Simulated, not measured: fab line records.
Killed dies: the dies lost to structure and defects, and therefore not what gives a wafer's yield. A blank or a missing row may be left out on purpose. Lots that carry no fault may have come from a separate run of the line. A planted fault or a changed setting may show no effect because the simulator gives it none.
2 desks looking at one fault + flow berkeley_cmos170 + numbers are kept per desk, each desk with only its own; the story behind them comes last

== FROM THE METROLOGY DESK ==
Lot by lot, what the gauges showed, no matter which tool ran the lot: averages of those sampled wafers that carry a number. Any lot whose mean is over 4 standard deviations away from the usual mean is out of limits and marked OUT; that distance is given in the brackets.
Columns: A = cd_nm at UCB170_CONTACT_CD_MEAS_15, usual 700.6 nm; B = cd_nm at UCB170_M1_CD_MEAS_90, usual 699 nm
| lot  | first seen here | A     | B   |
|------|-----------------|-------|-----|
| L558 | day 7 11:13     | 702.4 | 700 |
| L559 | day 7 17:19     | 697.6 | 697 |
| L561 | day 7 18:14     | 702.1 | 703 |
| L560 | day 7 19:27     | 700.3 | 699 |
| L563 | day 8 04:10     | 703.1 | 703 |
| L564 | day 8 06:23     | 700.9 | 698 |
| L567 | day 8 18:47     | 699.3 | 699 |
| L566 | day 8 21:02     | 700.6 | 700 |
| L568 | day 8 21:04     | 702.2 | 697 |
| L571 | day 9 16:07     | 701.0 | 701 |
| L572 | day 9 19:44     | 700.7 | 688 |
| L574 | day 10 05:36    | 699.8 | 691 |
| L580 | day 11 15:16    | 701.8 | 699 |
| L581 | day 11 22:19    | 699.0 | 699 |
This desk's verdict: no lot among the 14 shows anything out of limits.

== AT THE TOOL OWNER'S DESK: rie_metal-01 ==
The tool's own readings at UCB170_M1_METAL_ETCH_12 (etches Al in Cl2/BCl3, stops on PSG, target depth 780 nm, time 130 s): means of the sampled wafers that have a number, for each lot that ran on this tool. Any lot whose mean is over 4 standard deviations away from the usual mean is out of limits and marked OUT; that distance is given in the brackets.
Columns: A = drypump_motor_current_A at UCB170_M1_METAL_ETCH_12, usual 5.5 A; B = oes_product_au at UCB170_M1_METAL_ETCH_12, usual 0.858 a.u.; C = rf_fwd_power_W at UCB170_M1_METAL_ETCH_12, usual 597.3 W; D = throttle_valve_pct at UCB170_M1_METAL_ETCH_12, usual 24.42 %
| lot  | first seen here | A   | B     | C               | D     |
|------|-----------------|-----|-------|-----------------|-------|
| L558 | day 7 13:49     | 5.3 | 0.874 | 599.1           | 24.75 |
| L561 | day 7 20:37     | 5.3 | 0.879 | 598.4           | 24.75 |
| L564 | day 8 09:26     | 5.8 | 0.869 | 597.5           | 24.59 |
| L568 | day 8 23:40     | 5.8 | 0.869 | 599.9           | 24.60 |
| L572 | day 9 21:58     | 5.8 | 0.868 | 755.9 (+69) OUT | 24.59 |
| L574 | day 10 07:55    | 5.8 | 0.870 | 755.9 (+69) OUT | 24.59 |
This desk's verdict: out of limits on L572, L574, starting with L572 at day 9 21:58 (rf_fwd_power_W at UCB170_M1_METAL_ETCH_12). In limits: L558, L561, L564, L568.

== ALL TOGETHER ==
The tool owner's desk had the chance to raise an alarm at day 9 21:58 on L572, L574.
Metrology desk: nothing out of limits seen.
The metrology desk has L572, L574 on record, within its limits.
All the named lots went through UCB170_M1_METAL_ETCH_12 on rie_metal-01.

== WHAT HAD BEEN PUT IN BY THE SIMULATOR ==
rie_metal-01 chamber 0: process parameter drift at UCB170_M1_METAL_ETCH_12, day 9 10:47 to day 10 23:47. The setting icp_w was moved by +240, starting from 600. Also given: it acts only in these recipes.
Shown lots that were struck: L572, L574.
Hours from the fault's start to each desk's first reading out of limits: the tool owner's desk, 11.
